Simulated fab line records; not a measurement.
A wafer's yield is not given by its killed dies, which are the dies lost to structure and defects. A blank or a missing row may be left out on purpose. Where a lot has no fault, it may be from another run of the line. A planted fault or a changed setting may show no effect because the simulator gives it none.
fab line records	flow rit_cmos
record: lots: 13	wafers: 39	last_day: 7
route steps=202 shown SPACER@130 PSD@148 SILICIDE@162 M1@198
lots that met no fault: taken from a fault-free run of the same line
start_h: hours from the record's opening day to when the first of the lot's shown wafers began	wait_h: hours elapsed since this lot's preceding step	" identical to the entry in the row above	L1.1+2: a row that stands for several wafers	- value missing, or start not given	* or withheld: withheld	< > ~ a bound
route shown NAME@n: a module of which the file shows steps, and the number in the route of the first	usual: the fault-free wafers' mean and standard deviation	same: alike in all rows	chamber/n: place in a boat	sites: each site's reading	_std_site: standard deviation across them	_edge_site: the outer-site mean with the inner-site mean subtracted	radius_mm: how far each site lies from the wafer's centre	mask NAME#n: copy n	behind: the last tool/chamber to shape the wafer	hold: why the lot was held/for how many hours/how that ended	device: the n, p or np transistor that did not switch	end of line: at the end of the route, the tests of the same wafers	where a step has no rows: the recipe by itself	killed: not the wafer's yield, but the dies lost to structure and defects at the first sort	map: a wafer's dies, marking killed ones x, the rest . and places with no die _
set.NAME: the setting that was run; set.NAME@STEP: the one run at that earlier step	model.NAME: the simulator's own value behind a step, which no gauge read
the route's steps for a sample of lots (tables are steps, rows are wafers)
services: the hour from which a tool's chamber was out of use, counted from the record's first day as start_h (under 0 if before that day), plus the number of hours and why
== steps ==
step: RIT_SPACER_ETCHBACK_05
recipe: target_depth_a: 2500	SF6_flow_sccm: 30	CHF3_flow_sccm: 30	target: Si3N4	chemistry: SF6/CHF3	pressure_mtorr: 40	rf_w: 250	time_s: 240	stop_on: SiO2
usual: drypump_motor_current_A: 5.82/0.29	oes_product_au: 0.846/0.017	throttle_valve_pct: 10.18/0.12
lot.wafer	tool	chamber	start_h	wait_h	drypump_motor_current_A	oes_product_au	rf_hours_counter_h	throttle_valve_pct
L130.2	rie_diel-04	3	47.00	0.0	5.82	0.869	59	10.19
L130.3	"	2	"	"	5.67	0.861	108	10.18
L130.6	"	2	"	"	5.68	0.854	-	10.18
L131.3	rie_diel-01	1	52.35	0.0	5.63	0.832	143	10.16
L131.5	"	0	"	"	5.71	0.856	-	9.97
L131.6	"	3	"	"	6.40	0.830	-	10.10
L132.2	rie_diel-02	3	58.76	0.0	5.46	0.861	97	10.40
L132.3	"	2	"	"	5.48	0.812	147	10.17
L132.5	"	1	"	"	5.81	0.834	-	9.96
L135.1	rie_diel-01	1	71.44	0.1	5.68	0.822	143	10.16
L135.5	"	0	"	"	5.68	0.847	-	9.96
L135.6	"	3	"	"	6.39	0.807	-	10.09
L138.2	rie_diel-01	3	86.58	0.0	6.39	0.833	65	10.10
L138.5	"	1	"	"	5.69	0.822	-	10.17
L138.6	"	2	"	"	5.40	0.857	-	10.15
L139.1	rie_diel-02	1	92.07	0.1	5.84	0.850	54	9.98
L139.2	"	0	"	"	6.42	0.840	139	10.18
L139.4	"	3	"	"	5.48	0.850	97	10.41
L140.1	rie_diel-04	0	96.01	0.1	5.87	0.859	122	10.29
L140.3	"	1	"	"	6.14	0.849	116	10.32
L140.6	"	2	"	"	5.65	0.861	-	10.19
L141.1	rie_diel-01	1	101.84	0.1	5.73	0.833	144	10.16
L141.2	"	2	"	"	5.38	0.833	5	10.11
L141.6	"	1	"	"	5.67	0.822	-	10.15
L143.2	rie_diel-04	1	111.60	0.0	6.13	0.836	116	10.31
L143.3	"	2	"	"	5.64	0.846	109	10.17
L143.5	"	0	"	"	5.86	0.842	-	10.30
L145.2	rie_diel-02	1	120.13	0.0	5.91	0.867	54	9.99
L145.3	"	0	"	"	6.40	0.850	139	10.18
L145.5	"	3	"	"	5.47	0.851	-	10.40
L147.1	rie_diel-01	3	131.31	0.1	6.36	0.846	66	10.12
L147.2	"	1	"	"	5.68	0.846	144	10.15
L147.4	"	0	"	"	5.78	0.854	115	9.97
L150.1	rie_diel-01	0	145.65	0.1	5.69	0.867	115	9.97
L150.4	"	2	"	"	5.41	0.867	6	10.11
L150.5	"	0	"	"	5.71	0.857	-	9.94
L152.1	rie_diel-04	2	155.56	0.1	5.64	0.860	109	10.18
L152.3	"	1	"	"	6.09	0.836	117	10.32
L152.6	"	3	"	"	5.80	0.882	-	10.20
step: RIT_PSD_OVL_MEAS_06
usual: PSD_OVL: 0.6/1.3
lot.wafer	tool	chamber	start_h	wait_h	PSD_OVL[nm]
L130.2	overlay-01	-	49.83	-	0.2
L130.3	"	-	"	"	2.2
L130.6	"	-	"	"	0.8
L131.3	overlay-02	-	54.86	-	0.9
L131.5	"	-	"	"	-0.1
L131.6	"	-	"	"	0.7
L132.2	overlay-02	-	61.44	-	1.0
L132.3	"	-	"	"	-0.1
L132.5	"	-	"	"	1.2
L135.1	overlay-01	-	73.98	-	-1.2
L135.5	"	-	"	"	-2.7
L135.6	"	-	"	"	-2.6
L138.2	overlay-01	-	89.28	-	-0.7
L138.5	"	-	"	"	0.1
L138.6	"	-	"	"	0.8
L139.1	overlay-02	-	94.74	-	-2.0
L139.2	"	-	"	"	-0.4
L139.4	"	-	"	"	-2.3
L140.1	overlay-01	-	98.55	-	1.1
L140.3	"	-	"	"	2.7
L140.6	"	-	"	"	0.6
L141.1	overlay-02	-	104.51	-	0.7
L141.2	"	-	"	"	1.4
L141.6	"	-	"	"	1.6
L143.2	overlay-02	-	114.28	-	-2.2
L143.3	"	-	"	"	-1.4
L143.5	"	-	"	"	-1.0
L145.2	overlay-01	-	122.94	-	1.2
L145.3	"	-	"	"	-0.4
L145.5	"	-	"	"	0.0
L147.1	overlay-02	-	133.98	-	1.0
L147.2	"	-	"	"	-0.4
L147.4	"	-	"	"	0.9
L150.1	overlay-01	-	148.24	-	1.3
L150.4	"	-	"	"	2.0
L150.5	"	-	"	"	1.0
L152.1	overlay-01	-	158.11	-	2.4
L152.3	"	-	"	"	-0.8
L152.6	"	-	"	"	1.3
step: RIT_SILICIDE_SPUTTER_01
recipe: material: Ti	target_thk_nm: 30	power_w: 350	chamber_pressure_pa: 0.667	gas: Ar	time_s: 240	substrate_temp_c: 25
usual: throttle_valve_pct: 30.0/0.96
lot.wafer	tool	chamber	start_h	wait_h	throttle_valve_pct
L130.2	pvd_sputter-03	-	51.34	0.0	30.8
L130.3	"	-	"	"	30.2
L130.6	"	-	"	"	30.9
L131.3	pvd_sputter-02	-	56.34	0.0	30.6
L131.5	"	-	"	"	28.5
L131.6	"	-	"	"	30.5
L132.2	pvd_sputter-01	-	62.97	0.0	29.6
L132.3	"	-	"	"	29.9
L132.5	"	-	"	"	29.7
L135.1	pvd_sputter-02	-	75.47	0.0	30.6
L135.5	"	-	"	"	28.9
L135.6	"	-	"	"	28.5
L138.2	pvd_sputter-01	-	90.77	0.0	29.7
L138.5	"	-	"	"	29.8
L138.6	"	-	"	"	29.4
L139.1	pvd_sputter-02	-	96.23	0.0	32.0
L139.2	"	-	"	"	30.7
L139.4	"	-	"	"	29.0
L140.1	pvd_sputter-01	-	100.04	0.0	29.6
L140.3	"	-	"	"	30.0
L140.6	"	-	"	"	29.3
L141.1	pvd_sputter-02	-	106.00	0.0	30.8
L141.2	"	-	"	"	31.5
L141.6	"	-	"	"	28.4
L143.2	pvd_sputter-03	-	115.76	0.0	30.0
L143.3	"	-	"	"	30.7
L143.5	"	-	"	"	30.9
L145.2	pvd_sputter-03	-	124.42	0.0	29.9
L145.3	"	-	"	"	30.8
L145.5	"	-	"	"	30.7
L147.1	pvd_sputter-03	-	135.49	0.0	30.2
L147.2	"	-	"	"	29.9
L147.4	"	-	"	"	30.8
L150.1	pvd_sputter-02	-	149.72	0.0	31.7
L150.4	"	-	"	"	30.7
L150.5	"	-	"	"	29.1
L152.1	pvd_sputter-02	-	159.60	0.0	28.6
L152.3	"	-	"	"	30.7
L152.6	"	-	"	"	30.5
step: RIT_SILICIDE_RS_MEAS_02
recipe: thk_meas_gauge: four-point-probe	reads: Ti_of_SILICIDE_SPUTTER_01
usual: SILICIDE_TI_RS: 47.8/0.95
lot.wafer	tool	chamber	start_h	wait_h	SILICIDE_TI_RS[ohm/sq]
L130.2	film_metro-01	-	51.51	0.1	49.5
L130.3	"	-	"	"	48.7
L130.6	"	-	"	"	49.0
L131.3	film_metro-03	-	56.53	0.1	48.9
L131.5	"	-	"	"	47.2
L131.6	"	-	"	"	49.3
L132.2	film_metro-03	-	63.14	0.1	48.2
L132.3	"	-	"	"	47.0
L132.5	"	-	"	"	47.7
L135.1	film_metro-01	-	75.62	0.1	49.4
L135.5	"	-	"	"	48.2
L135.6	"	-	"	"	47.4
L138.2	film_metro-02	-	90.94	0.1	49.0
L138.5	"	-	"	"	49.4
L138.6	"	-	"	"	48.5
L139.1	film_metro-03	-	96.38	0.1	45.7
L139.2	"	-	"	"	47.8
L139.4	"	-	"	"	47.2
L140.1	film_metro-01	-	100.19	0.1	47.4
L140.3	"	-	"	"	47.1
L140.6	"	-	"	"	47.6
L141.1	film_metro-02	-	106.15	0.1	49.1
L141.2	"	-	"	"	47.3
L141.6	"	-	"	"	46.3
L143.2	film_metro-01	-	115.93	0.1	47.6
L143.3	"	-	"	"	47.6
L143.5	"	-	"	"	47.8
L145.2	film_metro-02	-	124.59	0.1	48.3
L145.3	"	-	"	"	48.1
L145.5	"	-	"	"	48.0
L147.1	film_metro-03	-	135.64	0.1	48.7
L147.2	"	-	"	"	72.0
L147.4	"	-	"	"	48.1
L150.1	film_metro-02	-	149.87	0.1	47.5
L150.4	"	-	"	"	49.9
L150.5	"	-	"	"	48.3
L152.1	film_metro-03	-	159.75	0.1	47.2
L152.3	"	-	"	"	49.8
L152.6	"	-	"	"	49.7
step: RIT_SILICIDE_THK_MEAS_03
recipe: thk_meas_gauge: xrf	reads: Ti_of_SILICIDE_SPUTTER_01
usual: SILICIDE_TI_THK: 30.0/0.49
lot.wafer	tool	chamber	start_h	wait_h	SILICIDE_TI_THK[nm]
L130.2	film_metro-01	-	51.62	0.1	29.4
L130.3	"	-	"	"	29.9
L130.6	"	-	"	"	29.7
L131.3	film_metro-03	-	56.63	0.1	29.5
L131.5	"	-	"	"	30.3
L131.6	"	-	"	"	29.2
L132.2	film_metro-03	-	63.25	0.1	29.8
L132.3	"	-	"	"	30.3
L132.5	"	-	"	"	30.1
L135.1	film_metro-01	-	75.74	0.1	29.3
L135.5	"	-	"	"	29.9
L135.6	"	-	"	"	30.4
L138.2	film_metro-02	-	91.05	0.1	29.5
L138.5	"	-	"	"	29.3
L138.6	"	-	"	"	29.7
L139.1	film_metro-03	-	96.50	0.1	31.3
L139.2	"	-	"	"	30.2
L139.4	"	-	"	"	30.2
L140.1	film_metro-01	-	100.31	0.1	30.4
L140.3	"	-	"	"	30.5
L140.6	"	-	"	"	30.3
L141.1	film_metro-02	-	106.27	0.1	29.3
L141.2	"	-	"	"	30.3
L141.6	"	-	"	"	30.6
L143.2	film_metro-01	-	116.04	0.1	30.2
L143.3	"	-	"	"	30.2
L143.5	"	-	"	"	30.1
L145.2	film_metro-02	-	124.70	0.1	29.6
L145.3	"	-	"	"	29.9
L145.5	"	-	"	"	29.8
L147.1	film_metro-03	-	135.76	0.1	29.4
L147.2	"	-	"	"	21.7
L147.4	"	-	"	"	29.8
L150.1	film_metro-02	-	149.99	0.1	30.0
L150.4	"	-	"	"	29.1
L150.5	"	-	"	"	29.8
L152.1	film_metro-03	-	159.87	0.1	30.3
L152.3	"	-	"	"	29.0
L152.6	"	-	"	"	29.1
step: RIT_M1_STRIP_14
recipe: chemistry: O2	time_s: 180	platen_temp_c: withheld	power_w: 500	pressure_mtorr: 4000	o2_flow_sccm: 4000
usual: drypump_motor_current_A: 5.9/0.34
lot.wafer	tool	chamber	start_h	wait_h	drypump_motor_current_A	rf_hours_counter_h
L130.2	plasma_asher-04	1	56.54	0.0	6.1	44
L130.3	"	0	"	"	6.2	-
L130.6	"	1	"	"	6.1	-
L131.3	plasma_asher-01	0	61.41	0.1	6.1	-
L131.5	"	0	"	"	6.1	-
L131.6	"	1	"	"	5.4	-
L132.2	plasma_asher-01	0	68.07	0.0	6.1	37
L132.3	"	0	"	"	6.1	-
L132.5	"	1	"	"	5.4	-
L135.1	plasma_asher-03	0	80.90	0.0	6.3	31
L135.5	"	1	"	"	5.5	-
L135.6	"	0	"	"	6.3	-
L138.2	plasma_asher-04	0	95.76	0.0	6.2	48
L138.5	"	0	"	"	6.2	-
L138.6	"	1	"	"	6.1	-
L139.1	plasma_asher-01	0	101.33	0.0	6.1	41
L139.2	"	1	"	"	5.4	41
L139.4	"	0	"	"	6.1	-
L140.1	plasma_asher-04	1	105.18	0.0	6.1	49
L140.3	"	0	"	"	6.2	-
L140.6	"	1	"	"	6.1	-
L141.1	plasma_asher-01	1	111.01	0.0	5.4	42
L141.2	"	0	"	"	6.1	42
L141.6	"	1	"	"	5.4	-
L143.2	plasma_asher-03	0	120.59	0.0	6.3	36
L143.3	"	1	"	"	5.6	-
L143.5	"	0	"	"	6.3	-
L145.2	plasma_asher-04	0	129.55	0.0	6.2	52
L145.3	"	1	"	"	6.1	-
L145.5	"	0	"	"	6.2	-
L147.1	plasma_asher-01	0	140.40	0.0	6.1	44
L147.2	"	1	"	"	5.4	44
L147.4	"	1	"	"	5.4	-
L150.1	plasma_asher-03	0	154.55	0.0	6.3	40
L150.4	"	1	"	"	5.5	-
L150.5	"	0	"	"	6.3	-
L152.1	plasma_asher-03	1	164.61	0.0	5.5	41
L152.3	"	0	"	"	6.3	-
L152.6	"	1	"	"	5.5	-
step: RIT_M1_PROBE_99
usual: killed_at_M0_to_M3: 0.0/0.12	killed_at_contacts: 0.1/0.23	killed_at_front_end: 7/3.1	killed_dies: 7/3.1	killed_open: 3.4/2.1	killed_short: 3.5/2
same: gross_dies: 264	killed_at_M4_up: 0	killed_at_back_side: 0	killed_at_other: 0
lot.wafer	tool	chamber	start_h	wait_h	killed_at_M0_to_M3	killed_at_contacts	killed_at_front_end	killed_dies	killed_open	killed_short
L130.2	prober-02	-	58.72	0.1	0	0	8	8	6	2
L130.3	prober-02	-	58.77	0.2	0	0	9	9	6	3
L130.6	prober-02	-	58.92	0.2	0	0	9	9	4	5
L131.3	prober-01	-	63.37	0.2	0	0	1	1	0	1
L131.5	prober-01	-	63.47	0.2	0	0	5	5	1	4
L131.6	prober-01	-	63.52	0.2	0	0	10	10	7	3
L132.2	prober-02	-	70.10	0.1	0	0	13	13	4	9
L132.3	prober-02	-	70.15	0.2	0	0	9	9	5	4
L132.5	prober-02	-	70.25	0.2	0	0	7	7	4	3
L135.1	prober-01	-	82.81	0.1	0	0	7	7	4	3
L135.5	prober-01	-	83.01	0.2	0	0	6	6	1	5
L135.6	prober-01	-	83.06	0.2	0	0	7	7	3	4
L138.2	prober-02	-	98.13	0.1	0	0	10	10	5	5
L138.5	prober-02	-	98.28	0.2	0	0	8	8	5	3
L138.6	prober-02	-	98.33	0.2	0	0	6	6	2	4
L139.1	prober-01	-	103.24	0.1	0	0	10	10	2	8
L139.2	prober-01	-	103.29	0.1	0	0	12	12	7	5
L139.4	prober-01	-	103.39	0.2	0	0	5	5	1	4
L140.1	prober-02	-	107.09	0.1	0	1	7	8	2	6
L140.3	prober-02	-	107.19	0.2	0	0	5	5	2	3
L140.6	prober-02	-	107.34	0.2	0	0	14	14	7	7
L141.1	prober-01	-	112.93	0.1	0	0	12	12	4	8
L141.2	prober-01	-	112.98	0.1	0	0	9	9	6	3
L141.6	prober-01	-	113.18	0.2	0	0	7	7	2	5
L143.2	prober-02	-	123.63	0.1	0	0	2	2	2	0
L143.3	prober-02	-	123.68	0.2	0	0	8	8	3	5
L143.5	prober-02	-	123.78	0.2	0	0	7	7	3	4
L145.2	prober-02	-	131.51	0.1	1	0	6	7	3	4
L145.3	prober-02	-	131.56	0.2	0	0	2	2	1	1
L145.5	prober-02	-	131.66	0.2	0	0	10	10	6	4
L147.1	prober-02	-	142.31	0.1	0	0	6	6	2	4
L147.2	prober-02	-	142.36	0.1	0	0	8	8	6	2
L147.4	prober-02	-	142.46	0.2	0	0	9	9	5	4
L150.1	prober-01	-	156.46	0.1	0	0	9	9	8	1
L150.4	prober-01	-	156.61	0.2	0	0	11	11	5	6
L150.5	prober-01	-	156.66	0.2	0	0	5	5	1	4
L152.1	prober-01	-	166.53	0.1	0	0	6	6	1	5
L152.3	prober-01	-	166.63	0.2	0	1	6	7	5	2
L152.6	prober-01	-	166.78	0.2	0	0	8	8	3	5
killed by level:class
L130.2 GATE:geometric_particle:open=5 ACTIVE:geometric_particle:open=1 FOX1:geometric_particle:short=1 GATE:geometric_particle:short=1
L130.3 GATE:geometric_particle:short=2 SILICIDE:geometric_particle:open=2 FOX1:geometric_particle:open=1 FOX1:geometric_particle:short=1 GATE:geometric_particle:open=1 REOX:geometric_particle:open=1 SPACER:geometric_particle:open=1
L130.6 GATE:geometric_particle:open=3 GATE:geometric_particle:short=2 FOX2:geometric_particle:open=1 FOX2:geometric_particle:short=1 SPACER:geometric_particle:short=1 SILICIDE:geometric_particle:short=1
L131.3 GATE:geometric_particle:short=1
L131.5 FOX2:geometric_particle:short=2 FOX2:geometric_particle:open=1 REOX:geometric_particle:short=1 SPACER:geometric_particle:short=1
L131.6 GATE:geometric_particle:open=5 GATE:geometric_particle:short=2 SPACER:geometric_particle:open=2 SPACER:geometric_particle:short=1
L132.2 GATE:geometric_particle:short=5 FOX1:geometric_particle:short=4 FOX1:geometric_particle:open=1 GATE:geometric_particle:open=1 SPACER:geometric_particle:open=1 SILICIDE:geometric_particle:open=1
L132.3 SILICIDE:geometric_particle:open=2 FOX1:geometric_particle:open=1 FOX2:geometric_particle:short=1 GATE:geometric_particle:short=1 GATE:geometric_particle:open=1 SPACER:geometric_particle:open=1 SPACER:geometric_particle:short=1 SILICIDE:geometric_particle:short=1
L132.5 FOX1:geometric_particle:open=2 FOX1:geometric_particle:short=1 FOX2:geometric_particle:short=1 GATE:geometric_particle:open=1 GATE:geometric_particle:short=1 SILICIDE:geometric_particle:open=1
L135.1 SILICIDE:geometric_particle:open=3 FOX1:geometric_particle:open=1 FOX2:geometric_particle:short=1 GATE:geometric_particle:short=1 SILICIDE:geometric_particle:short=1
L135.5 GATE:geometric_particle:short=3 FOX1:geometric_particle:short=2 GATE:geometric_particle:open=1
L135.6 SPACER:geometric_particle:short=3 SPACER:geometric_particle:open=2 GATE:geometric_particle:short=1 GATE:geometric_particle:open=1
L138.2 GATE:geometric_particle:short=5 GATE:geometric_particle:open=3 FOX1:geometric_particle:open=1 SPACER:geometric_particle:open=1
L138.5 SPACER:geometric_particle:open=4 GATE:geometric_particle:short=1 GATE:geometric_particle:open=1 REOX:geometric_particle:short=1 SPACER:geometric_particle:short=1
L138.6 SPACER:geometric_particle:short=2 FOX1:geometric_particle:open=1 GATE:geometric_particle:short=1 GATE:geometric_particle:open=1 SILICIDE:geometric_particle:short=1
L139.1 GATE:geometric_particle:short=6 FOX1:geometric_particle:short=1 FOX1:geometric_particle:open=1 GATE:geometric_particle:open=1 SPACER:geometric_particle:short=1
L139.2 GATE:geometric_particle:open=4 SPACER:geometric_particle:short=3 FOX1:geometric_particle:short=1 FOX1:geometric_particle:open=1 GATE:geometric_particle:short=1 REOX:geometric_particle:open=1 SPACER:geometric_particle:open=1
L139.4 FOX2:geometric_particle:short=2 GATE:geometric_particle:short=2 SILICIDE:geometric_particle:open=1
L140.1 GATE:geometric_particle:short=4 FOX1:geometric_particle:short=1 FOX2:geometric_particle:open=1 SILICIDE:geometric_particle:open=1 CONTACT:geometric_particle:short=1
L140.3 GATE:geometric_particle:short=2 FOX2:geometric_particle:open=1 GATE:geometric_particle:open=1 REOX:geometric_particle:short=1
L140.6 FOX1:geometric_particle:short=3 SPACER:geometric_particle:open=3 GATE:geometric_particle:open=2 FOX1:geometric_particle:open=1 FOX2:geometric_particle:open=1 GATE:geometric_particle:short=1 REOX:geometric_particle:short=1 SPACER:geometric_particle:short=1
L141.1 GATE:geometric_particle:short=3 FOX1:geometric_particle:open=2 GATE:geometric_particle:open=2 REOX:geometric_particle:short=2 SPACER:geometric_particle:short=2 SILICIDE:geometric_particle:short=1
L141.2 GATE:geometric_particle:open=2 FOX1:geometric_particle:open=1 FOX2:geometric_particle:short=1 FOX2:geometric_particle:open=1 REOX:geometric_particle:open=1 REOX:geometric_particle:short=1 SPACER:geometric_particle:open=1 SPACER:geometric_particle:short=1
L141.6 GATE:geometric_particle:short=2 REOX:geometric_particle:short=2 FOX1:geometric_particle:open=1 REOX:geometric_particle:open=1 SILICIDE:geometric_particle:short=1
L143.2 REOX:geometric_particle:open=1 SILICIDE:geometric_particle:open=1
L143.3 GATE:geometric_particle:open=2 GATE:geometric_particle:short=2 FOX2:geometric_particle:short=1 REOX:geometric_particle:open=1 REOX:geometric_particle:short=1 SPACER:geometric_particle:short=1
L143.5 GATE:geometric_particle:short=4 GATE:geometric_particle:open=3
L145.2 ACTIVE:geometric_particle:short=1 FOX1:geometric_particle:open=1 GATE:geometric_particle:short=1 GATE:geometric_particle:open=1 REOX:geometric_particle:short=1 SILICIDE:geometric_particle:short=1 M1:geometric_particle:open=1
L145.3 GATE:geometric_particle:short=1 GATE:geometric_particle:open=1
L145.5 GATE:geometric_particle:short=4 GATE:geometric_particle:open=3 FOX1:geometric_particle:open=2 FOX2:geometric_particle:open=1
L147.1 REOX:geometric_particle:short=2 FOX1:geometric_particle:open=1 FOX2:geometric_particle:short=1 GATE:geometric_particle:short=1 REOX:geometric_particle:open=1
L147.2 GATE:geometric_particle:open=4 SPACER:geometric_particle:open=2 FOX2:geometric_particle:short=1 GATE:geometric_particle:short=1
L147.4 SILICIDE:geometric_particle:open=3 GATE:geometric_particle:open=2 GATE:geometric_particle:short=2 FOX2:geometric_particle:short=1 SILICIDE:geometric_particle:short=1
L150.1 GATE:geometric_particle:open=6 FOX1:geometric_particle:short=1 REOX:geometric_particle:open=1 SPACER:geometric_particle:open=1
L150.4 GATE:geometric_particle:short=4 GATE:geometric_particle:open=4 FOX1:geometric_particle:short=1 FOX2:geometric_particle:short=1 REOX:geometric_particle:open=1
L150.5 GATE:geometric_particle:short=3 SPACER:geometric_particle:open=1 SPACER:geometric_particle:short=1
L152.1 GATE:geometric_particle:short=3 FOX1:geometric_particle:short=2 GATE:geometric_particle:open=1
L152.3 FOX1:geometric_particle:open=1 FOX2:geometric_particle:open=1 GATE:geometric_particle:open=1 REOX:geometric_particle:open=1 SPACER:geometric_particle:short=1 SPACER:geometric_particle:open=1 CONTACT:geometric_particle:short=1
L152.6 SPACER:geometric_particle:short=2 SILICIDE:geometric_particle:short=2 FOX1:geometric_particle:open=1 FOX1:geometric_particle:short=1 GATE:geometric_particle:open=1 SILICIDE:geometric_particle:open=1
== services ==
tool	chamber	start_h	hours	kind
plasma_asher-01	-	26.78	5.5	repair
rie_diel-04	-	28.55	2.8	pm
rie_diel-01	0	35.39	15.6	repair
plasma_asher-01	-	46.76	12.8	repair
pvd_sputter-02	-	47.12	5.9	repair
rie_diel-02	2	48.25	9.4	repair
rie_diel-02	-	62.39	2.6	repair
pvd_sputter-02	-	72.27	1.3	repair
rie_diel-01	-	73.55	2.8	pm
rie_diel-04	2	81.07	4.4	repair
plasma_asher-03	-	93.85	2.8	pm
rie_diel-04	-	103.65	0.6	repair
pvd_sputter-02	-	112.42	6.0	repair
plasma_asher-01	-	120.14	15.6	pm
rie_diel-01	2	137.30	2.8	repair
plasma_asher-04	-	143.73	0.8	repair
rie_diel-02	0	144.55	7.6	repair
rie_diel-02	2	157.11	-	clean
rie_diel-02	2	157.11	11.8	scheduled_down
rie_diel-02	2	157.11	11.8	vent_cycle
rie_diel-04	3	162.05	5.1	repair
== key ==
first_sign: step: RIT_SILICIDE_RS_MEAS_02	reading: SILICIDE_TI_RS	direction: up	sigmas: 25	usual: 47.8	struck: 72.0
effect: step: RIT_SILICIDE_THK_MEAS_03	reading: SILICIDE_TI_THK	direction: down	sigmas: 17	usual: 30.0	struck: 21.7
met_at RIT_SILICIDE_SPUTTER_01
struck_lots L147
struck_wafers L147.2
tester_left_out L147
not_acting_at RIT_SPACER_ETCHBACK_05,RIT_PSD_OVL_MEAS_06,RIT_M1_STRIP_14
onset_between 115.76 135.49
fault: kind: process_parameter_drift	tool: pvd_sputter-03	chamber: -	onset_h: 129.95	steps: RIT_SILICIDE_SPUTTER_01	channel: target_thk_nm	offset: -8.2657	shape: step	end_h: 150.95	acts_in: these_recipes_only	stated: 30	scope: struck_wafers_only
tester_left_out: of these lots the tester's yield and bins aren't shown, on N5 and GAA mostly nor the transistor test; their killed dies are dies lost to structure and defects alone, not to doping, threshold or leakage, so they don't give the yield
